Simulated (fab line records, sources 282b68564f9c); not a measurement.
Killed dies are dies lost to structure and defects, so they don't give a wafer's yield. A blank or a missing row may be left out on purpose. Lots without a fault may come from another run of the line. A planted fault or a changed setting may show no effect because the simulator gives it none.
Which tool did it? | flow rit_cmos | 7 lots, 21 wafers sampled, at 2 steps of a route of 202

WHAT THE GAUGES READ, wafer by wafer
RIT_PLDD_TW_MEAS_10.
lot  | measured    | on            | PLDD_TW
L140 | day 3 04:30 | film_metro-03 | 2366 2354 2375
L143 | day 3 20:21 | film_metro-04 | 2353 2341 2345
L147 | day 4 19:48 | film_metro-04 | 2348 2369 2354
L149 | day 5 05:13 | film_metro-03 | 2346 2344 2345
L156 | day 6 13:56 | film_metro-01 | 2403 2404 2414
L158 | day 7 00:25 | film_metro-04 | 2713 2697 2713 2723 2713 2726
L162 | day 7 16:43 | film_metro-04 | 2343 2332 2349

WHICH TOOL RAN EACH LOT (tool, then ch and the chambers of the sampled wafers, then the start)
lot  | RIT_PLDD_IMPLANT_08
L140 | implanter-03 ch 0, day 3 04:11
L143 | implanter-03 ch 0, day 3 20:01
L147 | implanter-03 ch 0, day 4 19:29
L149 | implanter-02 ch 0, day 5 04:53
L156 | implanter-02 ch 0, day 6 13:36
L158 | implanter-02 ch 0, day 7 00:06
L162 | implanter-03 ch 0, day 7 16:26
- RIT_PLDD_IMPLANT_08

THE ANSWER, worked out from the rows above alone
Rule: what is usual is taken from the lots themselves. Put in order of their means at a reading, lots are off if they are a third of the lots or fewer, leave a main group of 4 or more, and stand apart from it by a gap of 3 or more times the standard deviation of the main group's means; of several such gaps the widest counts. A main group whose means are all the same, to the digits that the tables above print for the reading, isn't used. A lot without any number at a reading at which 4 lots or more have one is off too. The other lots that the step has rows for count as sound.
Off: L158, at RIT_PLDD_TW_MEAS_10 (PLDD_TW). The main group: mean 2360, standard deviation 22.
A tool fits if, at a process step before that reading, it ran every lot that is off, and no sound lot after the first of them. The gauges at RIT_PLDD_TW_MEAS_10 are tried like those tools. One fits: implanter-02 at RIT_PLDD_IMPLANT_08. Its last sound lot is L156 (day 6 13:36), its first lot that is off L158 (day 7 00:06): a fault that began between those two fits.

WHAT THE SIMULATOR HAD PUT IN
Process parameter drift: implanter-02, from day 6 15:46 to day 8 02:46, at RIT_PLDD_IMPLANT_08. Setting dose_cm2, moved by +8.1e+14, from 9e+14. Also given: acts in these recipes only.
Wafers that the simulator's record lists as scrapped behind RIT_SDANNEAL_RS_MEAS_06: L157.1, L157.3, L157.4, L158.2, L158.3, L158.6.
Lots struck among those shown: L158. The rule above found the same.
